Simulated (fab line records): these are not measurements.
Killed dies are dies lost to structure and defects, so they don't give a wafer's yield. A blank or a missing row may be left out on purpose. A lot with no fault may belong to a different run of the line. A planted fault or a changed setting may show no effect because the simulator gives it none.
The same fault as seen by 2 desks || flow berkeleyCmos170 || every desk sees just its own numbers, and what lay behind them comes last

== TOOL OWNER'S DESK, rieMetal-04 ==
The tool's own readings at UCB170_M3_METAL_ETCH_18 (etches Al in Cl2/BCl3, stops on SiO2, target depth 1170 nm, time 195 s): means of the sampled wafers that have a number, for each lot that ran on this tool. Marked OUT: a lot whose mean sits more than 4 standard deviations from the usual mean, which makes it out of limits; the brackets give that distance.
Columns: A = chamberPressureMTorr at UCB170_M3_METAL_ETCH_18, usual 11.998 mTorr; B = drypumpMotorCurrentA at UCB170_M3_METAL_ETCH_18, usual 6.0 A; C = heBacksideLeakSccm at UCB170_M3_METAL_ETCH_18, usual 3.5 sccm; D = oesProductAu at UCB170_M3_METAL_ETCH_18, usual 0.852 a.u.; E = rfFwdPowerW at UCB170_M3_METAL_ETCH_18, usual 597.3 W; F = throttleValvePct at UCB170_M3_METAL_ETCH_18, usual 24.40 %
{"lot": "L104", "first seen here": "day 7 13:25", "A": 11.985, "B": 6.1, "C": 3.5, "D": 0.846, "E": 596.7, "F": 24.50}
{"lot": "L107", "first seen here": "day 9 00:52", "A": 12.003, "B": 6.1, "C": 3.5, "D": 0.837, "E": 597.4, "F": 24.51}
{"lot": "L108", "first seen here": "day 9 02:46", "A": 11.997, "B": 6.1, "C": 3.4, "D": 0.831, "E": 599.2, "F": 24.51}
{"lot": "L111", "first seen here": "day 9 08:55", "A": 12.002, "B": 6.2, "C": 3.5, "D": 0.848, "E": "836.7 (+99 or more) OUT", "F": 24.34}
{"lot": "L110", "first seen here": "day 9 09:29", "A": 12.004, "B": 6.2, "C": 3.5, "D": 0.849, "E": "837.4 (+99 or more) OUT", "F": 24.35}
{"lot": "L116", "first seen here": "day 10 10:34", "A": 11.996, "B": 6.3, "C": 3.4, "D": 0.846, "E": "839.0 (+99 or more) OUT", "F": 24.34}
This desk's verdict: out of limits on L110, L111, L116, starting with L111 at day 9 08:55 (rfFwdPowerW at UCB170_M3_METAL_ETCH_18). Within limits: L104, L107, L108.

== AT THE METROLOGY DESK ==
What the gauges read for every lot (on any tool): the sampled wafers with a number, averaged. Marked OUT: a lot whose mean sits more than 4 standard deviations from the usual mean, which makes it out of limits; the brackets give that distance.
Columns: A = M3_OVL at UCB170_M3_OVL_MEAS_16, usual -1 nm; B = cdNm at UCB170_M3_CD_MEAS_90, usual 698 nm
{"lot": "L104", "first seen here": "day 7 13:17", "A": 1, "B": 694}
{"lot": "L105", "first seen here": "day 8 05:37", "A": 3, "B": 697}
{"lot": "L107", "first seen here": "day 9 00:47", "A": -6, "B": 691}
{"lot": "L108", "first seen here": "day 9 02:41", "A": -1, "B": 697}
{"lot": "L111", "first seen here": "day 9 08:50", "A": -0, "B": "676 (-7.0) OUT"}
{"lot": "L115", "first seen here": "day 9 09:17", "A": 5, "B": 700}
{"lot": "L110", "first seen here": "day 9 09:24", "A": -1, "B": "677 (-6.9) OUT"}
{"lot": "L116", "first seen here": "day 10 10:29", "A": -2, "B": "680 (-5.8) OUT"}
{"lot": "L117", "first seen here": "day 11 03:19", "A": -7, "B": 698}
{"lot": "L121", "first seen here": "day 11 18:14", "A": 0, "B": 698}
{"lot": "L122", "first seen here": "day 11 19:06", "A": -5, "B": 705}
{"lot": "L125", "first seen here": "day 12 02:11", "A": -7, "B": 699}
{"lot": "L124", "first seen here": "day 12 02:20", "A": 0, "B": 699}
This desk's verdict: out of limits on L110, L111, L116, starting with L111 at day 9 09:18 (cdNm at UCB170_M3_CD_MEAS_90). Within limits: L104, L105, L107, L108, L115, L117, L121, L122, L125, L124.

== ALL TOGETHER ==
The tool owner's desk had the chance to raise an alarm at day 9 08:55 on L110, L111, L116.
On L110, L111, L116, the metrology desk was in a position to raise an alarm at day 9 09:18.
Of the lots named, all ran UCB170_M3_METAL_ETCH_18 on rieMetal-04.

== WHAT THE SIMULATOR HAD INSERTED ==
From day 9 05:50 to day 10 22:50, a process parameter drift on rieMetal-04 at UCB170_M3_METAL_ETCH_18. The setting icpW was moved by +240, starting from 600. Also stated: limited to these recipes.
Lots struck among those shown: L110, L111, L116.
Fault start to first reading out of limits, in hours, per desk: tool owner, 3; metrology, 3.
